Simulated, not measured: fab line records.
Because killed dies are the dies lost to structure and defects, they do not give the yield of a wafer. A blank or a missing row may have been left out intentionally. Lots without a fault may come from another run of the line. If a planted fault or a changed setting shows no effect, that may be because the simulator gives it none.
Which of the tools did it? / flow rit cmos / 42 wafers from 14 lots sampled at 2 of the route's 202 steps

WHAT EACH GAUGE READ, for each wafer
The record lacks any reading of a measuring or inspecting step that a usual standard deviation could be used to judge.

EACH LOT AND THE TOOL THAT RAN IT (in order: tool; ch and the chambers of the sampled wafers; start)
lot=L325; RIT_PRETRO_SOFTBAKE_02=litho track-03 ch 0, day 2 12:00; RIT_M1_PROBE_99=-
lot=L326; RIT_PRETRO_SOFTBAKE_02=litho track-03 ch 0, day 2 13:34; RIT_M1_PROBE_99=-
lot=L328; RIT_PRETRO_SOFTBAKE_02=litho track-03 ch 0, day 3 00:03; RIT_M1_PROBE_99=-
lot=L330; RIT_PRETRO_SOFTBAKE_02=litho track-04 ch 0, day 3 08:01; RIT_M1_PROBE_99=-
lot=L331; RIT_PRETRO_SOFTBAKE_02=litho track-02 ch 0, day 3 14:04; RIT_M1_PROBE_99=-
lot=L332; RIT_PRETRO_SOFTBAKE_02=litho track-04 ch 0, day 3 18:45; RIT_M1_PROBE_99=-
lot=L334; RIT_PRETRO_SOFTBAKE_02=litho track-02 ch 0, day 4 04:16; RIT_M1_PROBE_99=-
lot=L335; RIT_PRETRO_SOFTBAKE_02=litho track-03 ch 0, day 4 11:24; RIT_M1_PROBE_99=-
lot=L338; RIT_PRETRO_SOFTBAKE_02=litho track-04 ch 0, day 5 00:56; RIT_M1_PROBE_99=-
lot=L340; RIT_PRETRO_SOFTBAKE_02=litho track-03 ch 0, day 5 11:14; RIT_M1_PROBE_99=prober-01, day 6 14:56
lot=L341; RIT_PRETRO_SOFTBAKE_02=litho track-02 ch 0, day 5 14:49; RIT_M1_PROBE_99=prober-02, day 6 18:40
lot=L342; RIT_PRETRO_SOFTBAKE_02=litho track-04 ch 0, day 5 18:48; RIT_M1_PROBE_99=-
lot=L345; RIT_PRETRO_SOFTBAKE_02=litho track-03 ch 0, day 6 10:51; RIT_M1_PROBE_99=-
lot=L348; RIT_PRETRO_SOFTBAKE_02=litho track-04 ch 0, day 7 00:48; RIT_M1_PROBE_99=-
- RIT_PRETRO_SOFTBAKE_02: time 60 s.
- RIT_M1_PROBE_99

AS READ BY THE TOOLS THEMSELVES (means over the sampled wafers that have a number; for cases with no such wafer, the mark the record gives instead)
RIT_PRETRO_SOFTBAKE_02.
lot=L325; tool=litho track-03; heater power total W (W)=34.52; plate temp C (C)=90.07
lot=L326; tool=litho track-03; heater power total W (W)=34.58; plate temp C (C)=89.78
lot=L328; tool=litho track-03; heater power total W (W)=34.55; plate temp C (C)=90.03
lot=L330; tool=litho track-04; heater power total W (W)=34.57; plate temp C (C)=89.97
lot=L331; tool=litho track-02; heater power total W (W)=34.62; plate temp C (C)=90.06
lot=L332; tool=litho track-04; heater power total W (W)=34.54; plate temp C (C)=89.99
lot=L334; tool=litho track-02; heater power total W (W)=34.52; plate temp C (C)=89.91
lot=L335; tool=litho track-03; heater power total W (W)=34.54; plate temp C (C)=90.10
lot=L338; tool=litho track-04; heater power total W (W)=34.57; plate temp C (C)=89.92
lot=L340; tool=litho track-03; heater power total W (W)=39.45; plate temp C (C)=98.96
lot=L341; tool=litho track-02; heater power total W (W)=34.51; plate temp C (C)=89.97
lot=L342; tool=litho track-04; heater power total W (W)=34.59; plate temp C (C)=89.92
lot=L345; tool=litho track-03; heater power total W (W)=39.51; plate temp C (C)=99.01
lot=L348; tool=litho track-04; heater power total W (W)=34.58; plate temp C (C)=89.88

RIT_M1_PROBE_99.
lot=L340; tool=prober-01; killed_at_M0_to_M3=0.3; killed at front end=6; killed dies=6; killed open=3.0; killed short=3.0
lot=L341; tool=prober-02; killed_at_M0_to_M3=0.0; killed at front end=6; killed dies=6; killed open=4.0; killed short=1.7

THE ANSWER, worked out from the rows above alone
Rule: what is usual is taken from the lots themselves. Put in order of their means at a reading, lots are off if they are a third of the lots or fewer, leave a main group of 4 or more, and stand apart from it by a gap of 3 or more times the standard deviation of the main group's means; of several such gaps the widest counts. The tables above print the reading to a certain number of digits; a main group whose means all agree to those digits is not used. A lot without any number at a reading at which 4 lots or more have one is off too. Where the step has rows for the other lots, those lots are counted as sound. First the gauges in route order, then the tools' own readings, where a lot's mean is used as printed above. The first step at which some lot is off is used, and at that step the reading that is off furthest; a lot without a number counts as furthest.
Off at RIT_PRETRO_SOFTBAKE_02 (heater power total W): L340, L345. The main group has a mean of 34.56 W with a standard deviation of 0.032.
A tool fits if, at that step or a process step before it, it ran every lot that is off, and no sound lot after the first of them. One fits: RIT_PRETRO_SOFTBAKE_02 on litho track-03. A fault onset in the window from L335 (day 4 11:24, its last sound lot) to L340 (day 5 11:14, its first lot off) fits.
The tool's own readings at RIT_PRETRO_SOFTBAKE_02 bear it out: on the lots that are off they differ by more than 5 times the standard deviation of the sound lots' means. heater power total W reads 39.48 W there against 34.56 W on the sound lots; plate temp C reads 98.98 C there against 89.97 C on the sound lots.

WHAT THE SIMULATOR HAD PUT IN
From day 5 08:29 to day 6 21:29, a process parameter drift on litho track-03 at RIT_PRETRO_SOFTBAKE_02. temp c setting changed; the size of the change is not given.
Lots struck among those shown: L340, L345. Same finding as the rule above.
